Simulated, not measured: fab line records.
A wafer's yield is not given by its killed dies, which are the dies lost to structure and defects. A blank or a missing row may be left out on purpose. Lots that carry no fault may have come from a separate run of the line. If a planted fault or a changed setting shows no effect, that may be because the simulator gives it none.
fab line records :: flow berkeley-cmos170
[record]
  lots = 6
  wafers = 18
  last-day = 14
route steps=331 shown FIELD@89 SACOX@97 SCREENOX@100
lots untouched by any fault: they come from a run of this same line in which no faults occurred
start-h: the number of hours between the record's first day and the start of the first shown wafer of the lot :: wait-h: time in hours since the lot's previous step :: " the same as in the row above :: L1.1+2: a single row standing in for several wafers :: - no value present, or no start provided :: * or withheld: withheld :: < > ~ a bound
route shown NAME@n: names a module that has steps shown in the file, with the first one's number in the route :: usual: mean/standard deviation taken from wafers without a fault :: same: alike in all rows :: chamber/n: place in a boat :: sites: per-site readings :: _std_site: standard deviation across them :: _edge_site: the outer-site mean with the inner-site mean subtracted :: radius-mm: how far each site lies from the wafer's centre :: mask NAME#n: copy n :: behind: the most recent tool/chamber to have shaped the wafer :: hold: why the lot went on hold/how many hours it stayed there/how the hold came to an end :: device: the n, p or np transistor that did not switch :: end of line: tests of these same wafers at the route's end :: a step without rows: its recipe alone :: killed: the dies lost at the first sort to structure and to defects; this is not the yield of the wafer :: map: per-die view of a wafer (x killed, . not killed, _ where there is no die)
set.NAME: the setting as run; set.NAME@STEP: as run at that earlier step :: model.NAME: the simulator's own value behind a step, which no gauge read
lots at selected steps of the route; one table per step, one row per wafer
services: when a tool's chamber went out of use (start-h, in hours from the record's first day, below 0 if earlier), for how many hours, and the reason
[[steps]]
[step UCB170_FIELD_CLEAN_00]
[recipe]
  chemistry = dHF
  dilution = 25:1
  time-s = 7.5
[step UCB170_FIELD_OXIDATION_01]
[recipe]
  temp-c = 1000
  ambient = H2O
  p-h2o-torr = 584.62
  target-thk-a = 5583
  ox-time-s = 7200
[step UCB170_FIELD_THK_MEAS_02]
[recipe]
  reads = SiO2_of_FIELD_OXIDATION_01
[usual]
  FIELD_OXIDE_THK = 561/8.6
lot.wafer: L449.4
tool: film-metro-04
chamber: -
start-h: 141.86
wait-h: 0.0
FIELD_OXIDE_THK[nm]: 550

lot.wafer: L449.5
tool: film-metro-04
chamber: -
start-h: 141.86
wait-h: 0.0
FIELD_OXIDE_THK[nm]: 556

lot.wafer: L449.6
tool: film-metro-04
chamber: -
start-h: 141.86
wait-h: 0.0
FIELD_OXIDE_THK[nm]: 559

lot.wafer: L454.3
tool: film-metro-02
chamber: -
start-h: 160.95
wait-h: 0.0
FIELD_OXIDE_THK[nm]: 551

lot.wafer: L454.4
tool: film-metro-02
chamber: -
start-h: 160.95
wait-h: 0.0
FIELD_OXIDE_THK[nm]: 563

lot.wafer: L454.5
tool: film-metro-02
chamber: -
start-h: 160.95
wait-h: 0.0
FIELD_OXIDE_THK[nm]: 545

lot.wafer: L453.3
tool: film-metro-02
chamber: -
start-h: 165.69
wait-h: 0.1
FIELD_OXIDE_THK[nm]: 558

lot.wafer: L453.4
tool: film-metro-02
chamber: -
start-h: 165.69
wait-h: 0.1
FIELD_OXIDE_THK[nm]: 554

lot.wafer: L453.5
tool: film-metro-02
chamber: -
start-h: 165.69
wait-h: 0.1
FIELD_OXIDE_THK[nm]: 561

lot.wafer: L463.1
tool: film-metro-02
chamber: -
start-h: 217.93
wait-h: 0.0
FIELD_OXIDE_THK[nm]: 557

lot.wafer: L463.3
tool: film-metro-02
chamber: -
start-h: 217.93
wait-h: 0.0
FIELD_OXIDE_THK[nm]: 562

lot.wafer: L463.4
tool: film-metro-02
chamber: -
start-h: 217.93
wait-h: 0.0
FIELD_OXIDE_THK[nm]: 555

lot.wafer: L464.3
tool: film-metro-01
chamber: -
start-h: 236.68
wait-h: 0.0
FIELD_OXIDE_THK[nm]: 564

lot.wafer: L464.4
tool: film-metro-01
chamber: -
start-h: 236.68
wait-h: 0.0
FIELD_OXIDE_THK[nm]: 568

lot.wafer: L464.6
tool: film-metro-01
chamber: -
start-h: 236.68
wait-h: 0.0
FIELD_OXIDE_THK[nm]: 569

lot.wafer: L466.3
tool: film-metro-04
chamber: -
start-h: 236.68
wait-h: 0.0
FIELD_OXIDE_THK[nm]: 568

lot.wafer: L466.5
tool: film-metro-04
chamber: -
start-h: 236.68
wait-h: 0.0
FIELD_OXIDE_THK[nm]: 564

lot.wafer: L466.6
tool: film-metro-04
chamber: -
start-h: 236.68
wait-h: 0.0
FIELD_OXIDE_THK[nm]: 565
[step UCB170_FIELD_ANNEAL_03]
[recipe]
  temp-c = 1000
  time-s = 1200
  ambient = N2
[step UCB170_FIELD_WET_ETCH_04]
[recipe]
  chemistry = dHF
  dilution = 10:1
  target = SiO2
  temp-c = 25
  time-s = 60
[step UCB170_FIELD_WET_ETCH_05]
[recipe]
  chemistry = H3PO4
  target = Si3N4
  temp-c = 160
  time-s = 12600
[step UCB170_FIELD_WET_ETCH_06]
[recipe]
  chemistry = BOE
  dilution = 5:1
  target = SiO2
  temp-c = 25
  time-s = 22
[step UCB170_FIELD_THK_MEAS_90]
[recipe]
  reads = SiO2_of_FIELD_OXIDATION_01
[usual]
  FIELD_OXIDE_LEFT_1_THK = 444/8.6
lot.wafer: L449.4
tool: film-metro-01
chamber: -
start-h: 151.09
wait-h: 0.1
FIELD_OXIDE_LEFT_1_THK[nm]: 434

lot.wafer: L449.5
tool: film-metro-01
chamber: -
start-h: 151.09
wait-h: 0.1
FIELD_OXIDE_LEFT_1_THK[nm]: 441

lot.wafer: L449.6
tool: film-metro-01
chamber: -
start-h: 151.09
wait-h: 0.1
FIELD_OXIDE_LEFT_1_THK[nm]: 444

lot.wafer: L453.3
tool: film-metro-01
chamber: -
start-h: 171.99
wait-h: 0.0
FIELD_OXIDE_LEFT_1_THK[nm]: 443

lot.wafer: L453.4
tool: film-metro-01
chamber: -
start-h: 171.99
wait-h: 0.0
FIELD_OXIDE_LEFT_1_THK[nm]: 438

lot.wafer: L453.5
tool: film-metro-01
chamber: -
start-h: 171.99
wait-h: 0.0
FIELD_OXIDE_LEFT_1_THK[nm]: 446

lot.wafer: L454.3
tool: film-metro-04
chamber: -
start-h: 171.99
wait-h: 0.0
FIELD_OXIDE_LEFT_1_THK[nm]: 433

lot.wafer: L454.4
tool: film-metro-04
chamber: -
start-h: 171.99
wait-h: 0.0
FIELD_OXIDE_LEFT_1_THK[nm]: 445

lot.wafer: L454.5
tool: film-metro-04
chamber: -
start-h: 171.99
wait-h: 0.0
FIELD_OXIDE_LEFT_1_THK[nm]: 426

lot.wafer: L463.1
tool: film-metro-01
chamber: -
start-h: 234.36
wait-h: 0.0
FIELD_OXIDE_LEFT_1_THK[nm]: 441

lot.wafer: L463.3
tool: film-metro-01
chamber: -
start-h: 234.36
wait-h: 0.0
FIELD_OXIDE_LEFT_1_THK[nm]: 447

lot.wafer: L463.4
tool: film-metro-01
chamber: -
start-h: 234.36
wait-h: 0.0
FIELD_OXIDE_LEFT_1_THK[nm]: 439

lot.wafer: L464.3
tool: film-metro-04
chamber: -
start-h: 249.31
wait-h: 0.0
FIELD_OXIDE_LEFT_1_THK[nm]: 446

lot.wafer: L464.4
tool: film-metro-04
chamber: -
start-h: 249.31
wait-h: 0.0
FIELD_OXIDE_LEFT_1_THK[nm]: 450

lot.wafer: L464.6
tool: film-metro-04
chamber: -
start-h: 249.31
wait-h: 0.0
FIELD_OXIDE_LEFT_1_THK[nm]: 452

lot.wafer: L466.3
tool: film-metro-02
chamber: -
start-h: 249.37
wait-h: 0.1
FIELD_OXIDE_LEFT_1_THK[nm]: 449

lot.wafer: L466.5
tool: film-metro-02
chamber: -
start-h: 249.37
wait-h: 0.1
FIELD_OXIDE_LEFT_1_THK[nm]: 445

lot.wafer: L466.6
tool: film-metro-02
chamber: -
start-h: 249.37
wait-h: 0.1
FIELD_OXIDE_LEFT_1_THK[nm]: 447
[step UCB170_SACOX_CLEAN_00]
[recipe]
  chemistry = dHF
  dilution = 25:1
  time-s = 7.5
[step UCB170_SACOX_OXIDATION_01]
[recipe]
  temp-c = 900
  ambient = O2
  target-thk-a = 144
  ox-time-s = 2400
[step UCB170_SACOX_THK_MEAS_02]
[recipe]
  reads = SiO2_of_SACOX_OXIDATION_01
[usual]
  SACOX_OXIDE_THK = 14.20/0.28
lot.wafer: L449.4
tool: film-metro-02
chamber: -
start-h: 155.87
wait-h: 0.0
SACOX_OXIDE_THK[nm]: 14.40

lot.wafer: L449.5
tool: film-metro-02
chamber: -
start-h: 155.87
wait-h: 0.0
SACOX_OXIDE_THK[nm]: 14.06

lot.wafer: L449.6
tool: film-metro-02
chamber: -
start-h: 155.87
wait-h: 0.0
SACOX_OXIDE_THK[nm]: 14.11

lot.wafer: L453.3
tool: film-metro-02
chamber: -
start-h: 183.63
wait-h: 0.0
SACOX_OXIDE_THK[nm]: 14.21

lot.wafer: L453.4
tool: film-metro-02
chamber: -
start-h: 183.63
wait-h: 0.0
SACOX_OXIDE_THK[nm]: 13.87

lot.wafer: L453.5
tool: film-metro-02
chamber: -
start-h: 183.63
wait-h: 0.0
SACOX_OXIDE_THK[nm]: 14.22

lot.wafer: L454.3
tool: film-metro-04
chamber: -
start-h: 183.63
wait-h: 0.0
SACOX_OXIDE_THK[nm]: 14.19

lot.wafer: L454.4
tool: film-metro-04
chamber: -
start-h: 183.63
wait-h: 0.0
SACOX_OXIDE_THK[nm]: 13.99

lot.wafer: L454.5
tool: film-metro-04
chamber: -
start-h: 183.63
wait-h: 0.0
SACOX_OXIDE_THK[nm]: 14.18

lot.wafer: L463.1
tool: film-metro-04
chamber: -
start-h: 243.57
wait-h: 0.0
SACOX_OXIDE_THK[nm]: 14.40

lot.wafer: L463.3
tool: film-metro-04
chamber: -
start-h: 243.57
wait-h: 0.0
SACOX_OXIDE_THK[nm]: 14.19

lot.wafer: L463.4
tool: film-metro-04
chamber: -
start-h: 243.57
wait-h: 0.0
SACOX_OXIDE_THK[nm]: 14.03

lot.wafer: L464.3
tool: film-metro-04
chamber: -
start-h: 252.27
wait-h: 0.0
SACOX_OXIDE_THK[nm]: 13.87

lot.wafer: L464.4
tool: film-metro-04
chamber: -
start-h: 252.27
wait-h: 0.0
SACOX_OXIDE_THK[nm]: 13.90

lot.wafer: L464.6
tool: film-metro-04
chamber: -
start-h: 252.27
wait-h: 0.0
SACOX_OXIDE_THK[nm]: 14.04

lot.wafer: L466.3
tool: film-metro-02
chamber: -
start-h: 252.33
wait-h: 0.1
SACOX_OXIDE_THK[nm]: 14.04

lot.wafer: L466.5
tool: film-metro-02
chamber: -
start-h: 252.33
wait-h: 0.1
SACOX_OXIDE_THK[nm]: 13.60

lot.wafer: L466.6
tool: film-metro-02
chamber: -
start-h: 252.33
wait-h: 0.1
SACOX_OXIDE_THK[nm]: 13.92
[step UCB170_SCREENOX_WET_ETCH_00]
[recipe]
  chemistry = dHF
  dilution = 25:1
  target = SiO2
  temp-c = 25
  time-s = 200
[step UCB170_SCREENOX_OXIDATION_01]
[recipe]
  temp-c = 900
  ambient = O2
  target-thk-a = 144
  ox-time-s = 2400
[usual]
  ox-temp-c = 900.0/0.39
  ox-temp-c-max = 904.2/1.5
  tube-center-temp-C = 899.99/0.088
lot.wafer: L449.4
tool: furnace-04
chamber: 0
start-h: 160.93
wait-h: 5.0
ox-temp-c: 899.8
ox-temp-c-max: 903.2
tube-center-temp-C: 899.95

lot.wafer: L449.5
tool: furnace-04
chamber: 0
start-h: 160.93
wait-h: 5.0
ox-temp-c: 900.1
ox-temp-c-max: 902.7
tube-center-temp-C: 899.91

lot.wafer: L449.6
tool: furnace-04
chamber: 0
start-h: 160.93
wait-h: 5.0
ox-temp-c: 899.8
ox-temp-c-max: 903.1
tube-center-temp-C: 900.07

lot.wafer: L453.3
tool: furnace-04
chamber: -
start-h: 191.25
wait-h: 7.5
ox-temp-c: -
ox-temp-c-max: -
tube-center-temp-C: -

lot.wafer: L453.4
tool: furnace-04
chamber: -
start-h: 191.25
wait-h: 7.5
ox-temp-c: -
ox-temp-c-max: -
tube-center-temp-C: -

lot.wafer: L453.5
tool: furnace-04
chamber: -
start-h: 191.25
wait-h: 7.5
ox-temp-c: -
ox-temp-c-max: -
tube-center-temp-C: -

lot.wafer: L454.3
tool: furnace-04
chamber: -
start-h: 191.25
wait-h: 7.5
ox-temp-c: -
ox-temp-c-max: -
tube-center-temp-C: -

lot.wafer: L454.4
tool: furnace-04
chamber: -
start-h: 191.25
wait-h: 7.5
ox-temp-c: -
ox-temp-c-max: -
tube-center-temp-C: -

lot.wafer: L454.5
tool: furnace-04
chamber: -
start-h: 191.25
wait-h: 7.5
ox-temp-c: -
ox-temp-c-max: -
tube-center-temp-C: -

lot.wafer: L463.1
tool: furnace-04
chamber: 0
start-h: 247.67
wait-h: 4.0
ox-temp-c: 900.2
ox-temp-c-max: 903.5
tube-center-temp-C: 899.93

lot.wafer: L463.3
tool: furnace-04
chamber: 0
start-h: 247.67
wait-h: 4.0
ox-temp-c: 900.0
ox-temp-c-max: 902.9
tube-center-temp-C: 900.12

lot.wafer: L463.4
tool: furnace-04
chamber: 0
start-h: 247.67
wait-h: 4.0
ox-temp-c: 899.9
ox-temp-c-max: 903.4
tube-center-temp-C: 900.06

lot.wafer: L464.3
tool: furnace-02
chamber: 0
start-h: 256.12
wait-h: 3.7
ox-temp-c: 899.9
ox-temp-c-max: 904.9
tube-center-temp-C: 900.01

lot.wafer: L464.4
tool: furnace-02
chamber: 0
start-h: 256.12
wait-h: 3.7
ox-temp-c: 899.7
ox-temp-c-max: 905.1
tube-center-temp-C: 899.97

lot.wafer: L464.6
tool: furnace-02
chamber: 0
start-h: 256.12
wait-h: 3.7
ox-temp-c: 900.3
ox-temp-c-max: 907.3
tube-center-temp-C: 899.87

lot.wafer: L466.3
tool: furnace-02
chamber: 0
start-h: 256.12
wait-h: 3.7
ox-temp-c: 900.0
ox-temp-c-max: 906.0
tube-center-temp-C: 900.02

lot.wafer: L466.5
tool: furnace-02
chamber: 0
start-h: 256.12
wait-h: 3.7
ox-temp-c: 899.6
ox-temp-c-max: 906.2
tube-center-temp-C: 899.9

lot.wafer: L466.6
tool: furnace-02
chamber: 0
start-h: 256.12
wait-h: 3.7
ox-temp-c: 900.2
ox-temp-c-max: 906.8
tube-center-temp-C: 900.11
[step UCB170_SCREENOX_ANNEAL_03]
[recipe]
  temp-c = 900
  time-s = 900
  ambient = N2
[[services]]
tool: furnace-02
chamber: -
start-h: 137.62
hours: 2.5
kind: pm

tool: furnace-04
chamber: -
start-h: 169.59
hours: 3.9
kind: pm

tool: furnace-02
chamber: -
start-h: 173.73
hours: 66.0
kind: pm

tool: furnace-02
chamber: -
start-h: 239.76
hours: 3.3
kind: pm
[[key]]
[first-sign]
  step = UCB170_SCREENOX_OXIDATION_01
  reading = tool-record
  direction = missing
effect none on later readings
met-at UCB170_SCREENOX_OXIDATION_01
struck-wafers L453.3,L453.4,L453.5,L454.3,L454.4,L454.5
later-rows-left-out L453.3,L453.4,L453.5,L454.3,L454.4,L454.5
sort-left-out L453.3,L453.4,L453.5,L454.3,L454.4,L454.5
tester-left-out L453,L454
onset-between 160.93 191.25
[fault]
  kind = skipped-step-whole
  tool = furnace-04
  chamber = -
  onset-h = 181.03
  steps = UCB170_SCREENOX_OXIDATION_01
  scope = struck-lots-only
// tester-left-out: of these lots the tester's yield and bins aren't shown, on N5 and GAA mostly nor the transistor test; their killed dies are dies lost to structure and defects alone, not to doping, threshold or leakage, so they don't give the yield
// sort-left-out: the simulated sort isn't trusted on such a fault, so these wafers' sort isn't shown, and their yield isn't known
// later-rows-left-out: the simulator's readings of these wafers behind a module that went badly wrong aren't trusted and aren't shown, but for the sort
